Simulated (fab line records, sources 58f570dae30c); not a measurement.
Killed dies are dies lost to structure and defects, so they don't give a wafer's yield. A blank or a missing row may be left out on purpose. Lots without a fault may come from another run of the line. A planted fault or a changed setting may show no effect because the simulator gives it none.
Chamber matching | flow berkeley_cmos170 | UCB170_V1_CMP_02 on cmp-02: 4 sister chambers
The step polishes SiO2. 4 wafers are shown with their chamber, then 8 later ones without.

WAFERS WITH THEIR CHAMBER
wafer  | chamber | motor_current_A (A)
L675.4 | 0       | 19.3
L687.3 | 1       | 14.3
L689.5 | 2       | 19.5
L691.1 | 3       | 16.6

WAFERS WITHOUT THEIR CHAMBER
wafer  | motor_current_A (A)
L691.2 | 17.2
L691.3 | 18.5
L693.3 | 17.0
L693.4 | 14.9
L693.6 | 17.5
L697.2 | 20.1
L697.3 | 14.8
L697.4 | 16.4

WHICH CHAMBER EACH WENT THROUGH
wafer  | from the rows above          | in truth
L691.2 | 3                            | 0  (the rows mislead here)
L691.3 | can't be placed: 0 or 2 or 3 | 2
L693.3 | 3                            | 3
L693.4 | can't be placed: 1 or 3      | 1
L693.6 | can't be placed: 3 or 0 or 2 | 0
L697.2 | can't be placed: 2 or 0      | 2
L697.3 | 1                            | 1
L697.4 | 3                            | 3
Placed correctly: 3 of 8. Can't be placed from these rows: 4 (the true chamber is among the candidates in 4). Placed wrongly: 1.
How it was worked out, from the rows above alone: a wafer's distance from a chamber is the root of the sum, over the readings, of the square of ((its reading less the chamber's mean) divided by the reading's scatter). The wafer belongs to the nearest chamber; if the next one is less than 2 further off, it can't be placed. A chamber's mean is the mean of its shown wafers. The scatter: with one shown wafer a chamber, the root of the mean of the squares of how far each hidden wafer lies from its nearest shown one.
